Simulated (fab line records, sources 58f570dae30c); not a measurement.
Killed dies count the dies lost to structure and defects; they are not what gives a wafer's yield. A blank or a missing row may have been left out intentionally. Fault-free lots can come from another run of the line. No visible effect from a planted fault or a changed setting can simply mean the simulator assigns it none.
Which tool did it? | flow berkeley_cmos170 | Sampling: 24 lots, 72 wafers, 6 of 331 route steps

WHAT EACH GAUGE READ, for each wafer
UCB170_START_BOW_MEAS_00. Usual: INCOMING_BOW gives 0 um (standard deviation 6.6).
lot  | measured    | on            | INCOMING_BOW (um) | flag
L074 | day 1 10:01 | film_metro-02 | -25 4 0           |
L075 | day 1 15:01 | film_metro-01 | 0 14 3            |
L076 | day 1 20:02 | film_metro-02 | 7 -1 -4           |
L077 | day 2 01:00 | film_metro-01 | 1 -2 1            |
L078 | day 2 06:00 | film_metro-01 | -2 -10 -1         |
L079 | day 2 11:00 | film_metro-04 | -4 -3 -2          |
L080 | day 2 16:03 | film_metro-01 | -4 4 -6           |
L081 | day 2 21:02 | film_metro-02 | -2 0 -7           |
L082 | day 3 02:00 | film_metro-01 | 7 -3 5            |
L083 | day 3 07:02 | film_metro-04 | -9 10 6           |
L084 | day 3 12:02 | film_metro-01 | -1 2 9            |
L085 | day 3 17:01 | film_metro-02 | 7 -9 -1           |
L086 | day 3 22:00 | film_metro-04 | -4 2 -2           |
L087 | day 4 03:00 | film_metro-04 | 2 10 -3           |
L088 | day 4 08:00 | film_metro-02 | 0 7 -10           |
L089 | day 4 13:00 | film_metro-04 | -4 5 8            |
L090 | day 4 18:20 | film_metro-02 | 0 -5 1            |
L091 | day 4 23:01 | film_metro-02 | -3 11 -8          |
L092 | day 5 04:00 | film_metro-04 | -8 0 2            |
L093 | day 5 09:00 | film_metro-02 | 5 -3 -7           |
L094 | day 5 14:02 | film_metro-04 | 8 1 2             |
L095 | day 5 19:00 | film_metro-02 | 8 -8 -1           |
L096 | day 6 00:04 | film_metro-04 | -2 -3 -10         |
L097 | day 6 05:01 | film_metro-02 | 3 -9 8            |

UCB170_NWELL_THK_MEAS_05. Usual: NWELL_NITRIDE_THK gives 224.0 nm (standard deviation 1.8).
lot  | measured    | on            | NWELL_NITRIDE_THK (nm) | flag
L074 | day 2 07:20 | film_metro-03 | 222.1 223.0 223.2      |
L075 | day 2 11:10 | film_metro-03 | 223.4 223.1 222.6      |
L076 | day 2 17:28 | film_metro-03 | 224.5 222.7 223.0      |
L077 | day 2 17:27 | film_metro-04 | 224.4 222.1 223.6      |
L078 | day 3 00:18 | film_metro-03 | 224.5 224.7 223.7      |
L079 | day 3 08:59 | film_metro-03 | 222.8 225.1 225.1      |
L080 | day 3 13:37 | film_metro-03 | 219.6 221.3 220.7      |
L081 | day 3 21:52 | film_metro-03 | 224.5 224.8 224.8      |
L082 | day 3 21:51 | film_metro-02 | 224.4 226.2 224.3      |
L083 | day 4 04:52 | film_metro-04 | 225.9 224.7 226.6      |
L084 | day 4 10:38 | film_metro-02 | 223.9 223.2 221.7      |
L085 | day 4 10:38 | film_metro-04 | 225.4 222.3 223.8      |
L086 | day 4 19:52 | film_metro-04 | 222.9 222.3 225.1      |
L087 | day 5 01:08 | film_metro-03 | 221.1 222.0 219.8      |
L088 | day 5 01:08 | film_metro-04 | 225.9 224.7 227.6      |
L089 | day 5 07:57 | film_metro-03 | 226.6 225.9 223.4      |
L090 | day 5 12:50 | film_metro-02 | 224.8 225.8 226.1      |
L091 | day 5 19:46 | film_metro-03 | 222.8 222.6 221.9      |
L092 | day 5 22:45 | film_metro-03 | 223.7 224.8 224.5      |
L093 | day 6 04:15 | film_metro-02 | 223.2 225.1 225.2      |
L094 | day 6 14:31 | film_metro-04 | 224.4 223.1 223.0      |
L095 | day 6 14:30 | film_metro-02 | 225.2 224.0 226.6      |
L096 | day 6 17:25 | film_metro-02 | 228.2 227.3 227.4      |
L097 | day 6 23:02 | film_metro-03 | 225.2 225.2 224.1      |

UCB170_NWELL_OVL_MEAS_12. Usual: NWELL_OVL gives 3 nm (standard deviation 4.2).
lot  | measured    | on         | NWELL_OVL (nm) | flag
L074 | day 2 08:13 | overlay-02 | 3 -3 4         |
L075 | day 2 12:55 | overlay-02 | 4 1 1          |
L076 | day 2 19:15 | overlay-01 | -6 1 -2        |
L077 | day 2 19:31 | overlay-01 | 4 1 0          |
L078 | day 3 01:20 | overlay-01 | 3 2 5          |
L079 | day 3 09:56 | overlay-01 | 6 4 5          |
L080 | day 3 14:38 | overlay-01 | 2 3 3          |
L081 | day 3 23:30 | overlay-01 | 1 1 -1         |
L082 | day 3 23:59 | overlay-01 | 8 7 6          |
L083 | day 4 05:53 | overlay-02 | 8 4 7          |
L084 | day 4 11:32 | overlay-01 | 6 4 -1         |
L085 | day 4 11:48 | overlay-02 | 6 -2 -1        |
L086 | day 4 21:28 | overlay-02 | 10 7 8         |
L087 | day 5 03:01 | overlay-02 | 7 5 4          |
L088 | day 5 02:31 | overlay-02 | 1 -2 3         |
L089 | day 5 09:10 | overlay-02 | -1 -5 -1       |
L090 | day 5 14:19 | overlay-02 | 3 13 0         |
L091 | day 5 20:40 | overlay-02 | 0 1 7          |
L092 | day 6 00:14 | overlay-02 | 4 -6 -6        |
L093 | day 6 07:40 | overlay-02 | 0 2 1          |
L094 | day 6 15:34 | overlay-02 | 9 3 5          |
L095 | day 6 15:48 | overlay-02 | 1 4 -1         |
L096 | day 6 18:36 | overlay-02 | 9 5 6          |
L097 | day 7 00:12 | overlay-02 | 4 7 3          |

UCB170_M1_RS_MEAS_01: a four-point-probe measurement. Usual: M1_AL_RS gives 0.0484 ohm/sq (standard deviation 0.00052).
lot  | measured     | on            | M1_AL_RS (ohm/sq)    | flag
L074 | day 7 07:38  | film_metro-02 | 0.0484 0.0485 0.0482 |
L075 | day 7 05:57  | film_metro-04 | 0.0499 0.0490 0.0485 |
L076 | day 7 07:30  | film_metro-04 | 0.0483 0.0484 0.0481 |
L077 | day 7 07:20  | film_metro-02 | 0.0483 0.0489 0.0479 |
L078 | day 7 18:47  | film_metro-04 | 0.0482 0.0484 0.0490 |
L079 | day 8 03:01  | film_metro-02 | 0.0483 0.0490 0.0484 |
L080 | day 8 03:39  | film_metro-04 | 0.0487 0.0492 0.0494 |
L081 | day 8 20:25  | film_metro-01 | 0.0487 0.0491 0.0490 |
L082 | day 8 20:07  | film_metro-02 | 0.0481 0.0490 0.0492 |
L083 | day 8 23:13  | film_metro-01 | 0.0478 0.0486 0.0478 |
L084 | day 9 11:42  | film_metro-01 | 0.0479 0.0482 0.0484 |
L085 | day 9 13:24  | film_metro-04 | 0.0481 0.0483 0.0482 |
L086 | day 9 21:16  | film_metro-01 | 0.0493 0.0485 0.0485 |
L087 | day 9 22:39  | film_metro-02 | 0.0476 0.0472 0.0480 |
L088 | day 9 22:24  | film_metro-04 | 0.0478 0.0478 0.0475 |
L089 | day 10 16:40 | film_metro-02 | 0.0486 0.0485 0.0485 |
L090 | day 10 16:28 | film_metro-01 | 0.0485 0.0486 0.0489 |
L091 | day 10 16:58 | film_metro-04 | 0.0489 0.0488 0.0483 |
L092 | day 10 23:24 | film_metro-01 | 0.0478 0.0476 0.0476 |
L093 | day 11 12:04 | film_metro-02 | 0.0478 0.0476 0.0481 |
L094 | day 11 17:28 | film_metro-02 | 0.0485 0.0478 0.0476 |
L095 | day 11 17:47 | film_metro-01 | 0.0489 0.0487 0.0488 |
L096 | day 11 17:55 | film_metro-02 | 0.0489 0.0485 0.0493 |
L097 | day 12 01:01 | film_metro-01 | 0.0484 0.0482 0.0485 |

UCB170_V1_OVL_MEAS_13. Usual: V1_OVL gives 2 nm (standard deviation 5.2).
lot  | measured     | on         | V1_OVL (nm) | flag
L074 | day 7 17:07  | overlay-02 | -5 3 0      |
L075 | day 7 16:51  | overlay-01 | 2 3 -1      |
L076 | day 7 17:04  | overlay-01 | 5 8 8       |
L077 | day 7 16:20  | overlay-02 | 2 -2 -3     |
L078 | day 8 05:16  | overlay-02 | -4 13 5     |
L079 | day 8 11:29  | overlay-01 | 4 6 0       |
L080 | day 8 11:22  | overlay-02 | 2 6 2       |
L081 | day 9 04:49  | overlay-01 | -6 -7 -5    |
L082 | day 9 05:05  | overlay-01 | 3 6 12      |
L083 | day 9 08:32  | overlay-02 | -2 0 -4     |
L084 | day 9 20:07  | overlay-01 | -2 6 3      |
L085 | day 9 20:22  | overlay-02 | 1 -3 -1     |
L086 | day 10 06:12 | overlay-02 | 1 5 5       |
L087 | day 10 06:45 | overlay-01 | 7 -1 12     |
L088 | day 10 06:29 | overlay-02 | 14 1 13     |
L089 | day 11 02:16 | overlay-02 | -6 2 4      |
L090 | day 11 02:23 | overlay-02 | 10 5 2      |
L091 | day 11 02:49 | overlay-01 | 9 3 6       |
L092 | day 11 06:56 | overlay-01 | -5 -5 1     |
L093 | day 11 20:00 | overlay-02 | 3 4 -2      |
L094 | day 12 01:37 | overlay-02 | 6 2 7       |
L095 | day 12 02:09 | overlay-02 | 3 10 1      |
L096 | day 12 02:26 | overlay-02 | -10 2 -3    |
L097 | day 12 12:32 | overlay-01 | 9 9 9       |

TOOL THAT RAN EACH LOT (tool first, then ch and the chambers of the sampled wafers, then the start)
lot  | UCB170_NWELL_STRIP_15
L074 | plasma_asher-01 ch 0,1, day 2 08:31
L075 | plasma_asher-01 ch 1, day 2 13:12
L076 | plasma_asher-04 ch 0,1, day 2 19:34
L077 | plasma_asher-03 ch 0,1, day 2 19:48
L078 | plasma_asher-01 ch 0,1, day 3 01:37
L079 | plasma_asher-03 ch 0,1, day 3 10:13
L080 | plasma_asher-04 ch 0,1, day 3 14:55
L081 | plasma_asher-03 ch 0,1, day 3 23:55
L082 | plasma_asher-04 ch 0,1, day 4 00:16
L083 | plasma_asher-04 ch 0,1, day 4 06:11
L084 | plasma_asher-04 ch 0,1, day 4 11:50
L085 | plasma_asher-01 ch 0,1, day 4 12:05
L086 | plasma_asher-03 ch 0,1, day 4 21:45
L087 | plasma_asher-01 ch 0,1, day 5 03:19
L088 | plasma_asher-03 ch 0,1, day 5 02:49
L089 | plasma_asher-03 ch 0,1, day 5 09:28
L090 | plasma_asher-03 ch 0,1, day 5 14:37
L091 | plasma_asher-04 ch 0,1, day 5 20:56
L092 | plasma_asher-04 ch 0,1, day 6 00:31
L093 | plasma_asher-04 ch 0,1, day 6 07:58
L094 | plasma_asher-03 ch 0,1, day 6 15:58
L095 | plasma_asher-03 ch 1, day 6 16:05
L096 | plasma_asher-03 ch 0,1, day 6 18:55
L097 | plasma_asher-04 ch 1, day 7 00:29
- UCB170_NWELL_STRIP_15: strips in O2.

WHAT THE TOOLS THEMSELVES READ (means of the sampled wafers that have a number; where no wafer has one, the mark that the record gives instead)
UCB170_NWELL_STRIP_15. Usual: drypump_motor_current_A 5.7 A, standard deviation 0.45; oes_product_au 0.721 a.u., standard deviation 0.0043; strip_time_to_endpoint_s 18.01 s, standard deviation 0.088.
lot  | tool            | drypump_motor_current_A (A) | oes_product_au (a.u.) | strip_time_to_endpoint_s (s) | flag
L074 | plasma_asher-01 | 5.4                         | 0.719                 | 17.92                        |
L075 | plasma_asher-01 | 5.1                         | 0.720                 | 18.04                        |
L076 | plasma_asher-04 | 5.9                         | 0.715                 | 17.92                        |
L077 | plasma_asher-03 | 5.7                         | 0.721                 | 17.94                        |
L078 | plasma_asher-01 | 5.3                         | 0.724                 | 17.99                        |
L079 | plasma_asher-03 | 5.8                         | 0.720                 | 18.05                        |
L080 | plasma_asher-04 | 5.5                         | 0.718                 | 17.90                        |
L081 | plasma_asher-03 | 5.7                         | 0.721                 | 17.97                        |
L082 | plasma_asher-04 | 5.5                         | 0.720                 | 18.10                        |
L083 | plasma_asher-04 | 5.5                         | 0.719                 | 17.95                        |
L084 | plasma_asher-04 | 5.5                         | 0.724                 | 18.01                        |
L085 | plasma_asher-01 | 5.4                         | 0.719                 | 18.04                        |
L086 | plasma_asher-03 | 5.9                         | 0.720                 | 18.05                        |
L087 | plasma_asher-01 | 5.4                         | 0.721                 | 18.05                        |
L088 | plasma_asher-03 | 5.8                         | 0.722                 | 18.16                        |
L089 | plasma_asher-03 | 5.9                         | 0.722                 | 18.02                        |
L090 | plasma_asher-03 | 5.9                         | 0.722                 | 18.06                        |
L091 | plasma_asher-04 | 5.5                         | 0.720                 | 18.07                        |
L092 | plasma_asher-04 | 5.9                         | 0.718                 | 18.15                        |
L093 | plasma_asher-04 | 5.5                         | 0.721                 | 17.98                        |
L094 | plasma_asher-03 | 5.7                         | 0.721                 | 17.99                        |
L095 | plasma_asher-03 | 6.0                         | 0.719                 | 18.00                        |
L096 | plasma_asher-03 | 5.9                         | 0.721                 | 17.88                        |
L097 | plasma_asher-04 | 6.3                         | 0.718                 | 17.98                        |

THE ANSWER, worked out from the rows above alone
Rule: a lot counts as off when the mean over its wafers that have a number is more than 3 standard deviations away from the usual mean. Also off: a lot with no number at a reading for which 4 or more lots have one. Where the step has rows for the other lots, those lots are counted as sound. Order of review: gauges by route order, followed by the tools' own readings, for which a lot's mean as printed above is used. The first step at which some lot is off is used, and at that step the reading that is off furthest; a lot without a number counts as furthest.
Across all readings shown, no lot is off: no conclusion can be drawn from this.

WHAT THE SIMULATOR HAD PUT IN
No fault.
